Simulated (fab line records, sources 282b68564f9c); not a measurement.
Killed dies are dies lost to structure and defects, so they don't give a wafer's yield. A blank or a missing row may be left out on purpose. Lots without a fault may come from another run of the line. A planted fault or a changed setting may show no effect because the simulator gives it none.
A struck lot beside a sound one | flow rit_cmos | 15 steps out of a route of 202
Sound: wafers L145.1, L145.4, L145.6. Struck: wafers L139.2, L139.4, L139.5. The cause comes at the end.
At each step with rows: each side's tool, then ch and its chambers, then its first start. Under that, the readings that differ: sound wafers | struck wafers | difference of the means | sigmas: that difference in standard deviations of wafers without a fault.
alike: readings whose means differ by less than 2 such deviations, and words and numbers that are the same on both sides. not compared: withheld readings, readings that some wafer has no value for, bounds like >300 that may hide the same value, and numbers for which the record gives no deviation and whose values overlap.
The two part at a step that has a row with sigmas, a row that says differs or no value, or rows on one side only. Numbers that don't overlap but have no deviation are shown without sigmas and don't part them. A reading that every wafer of one side lacks parts them only if that side has two wafers or more.

first, 3 steps without rows for these wafers: RIT_ACTIVE_CLEAN_16 (cleans in dHF, time 30 s); RIT_ACTIVE_CLEAN_17 (cleans in SC2, time 600 s); RIT_FOX1_OXIDATION_00 (target thk 350.7 nm, ox time 1130 s).
RIT_FOX1_THK_MEAS_01:
  sound on film_metro-02, day 5 21:23; struck on film_metro-03, day 4 15:53
  alike: FOX1_OXIDE_THK
then, 2 steps without rows for these wafers: RIT_FOX1_WET_ETCH_02 (etches SiO2 in BOE, target depth 350 nm, time 390 s); RIT_FOX2_OXIDATION_00 (target thk 350.7 nm, ox time 1130 s).
RIT_FOX2_THK_MEAS_01:
  sound on film_metro-02, day 5 22:53; struck on film_metro-01, day 4 17:23
  alike: FOX2_OXIDE_THK
then, 2 steps without rows for these wafers: RIT_FOX2_CLEAN_02 (cleans in dHF, time 180 s); RIT_FOX2_WET_ETCH_03 (etches Si3N4 in H3PO4, target depth 195 nm, time 2700 s).
RIT_FOX2_THK_MEAS_90:
  sound on film_metro-01, day 5 23:45; struck on film_metro-02, day 4 18:20
  alike: FIELD_OXIDE_LEFT_1_THK
then, 2 steps without rows for these wafers: RIT_NWELL_HMDS_00 (prime time 60 s); RIT_NWELL_COAT_01 (resist thk 1300 nm).
RIT_NWELL_SOFTBAKE_02: time 60 s.
  sound on litho_track-01 ch 0, day 6 00:07; struck on litho_track-02 ch 0, day 4 18:43
  reading                  | sound             | struck            | difference | sigmas
  heater_power_total_W (W) | 34.63 34.51 34.64 | 36.01 35.90 35.91 | +1.35      | +27
  run_length_s (s)         | 89.50 89.35 89.16 | 82.17 82.19 82.28 | -7.12      | -42
then, 1 step without rows for these wafers: RIT_NWELL_EXPOSE_03 (exposes mask M2, target cd 43900 nm).
RIT_M1_PROBE_99:
  sound on prober-01, day 7 13:46; struck on prober-01, day 6 09:23
  alike: killed_at_M0_to_M3, killed_at_contacts, killed_at_front_end, killed_dies, killed_open, killed_short

WHERE THEY PART
Only at RIT_NWELL_SOFTBAKE_02, within this record. Later steps at which nothing parts them and some readings are alike: RIT_M1_PROBE_99.

WHY: what the simulator had put in
Process parameter drift: litho_track-02, from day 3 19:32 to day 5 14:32, at RIT_NWELL_SOFTBAKE_02. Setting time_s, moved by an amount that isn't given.
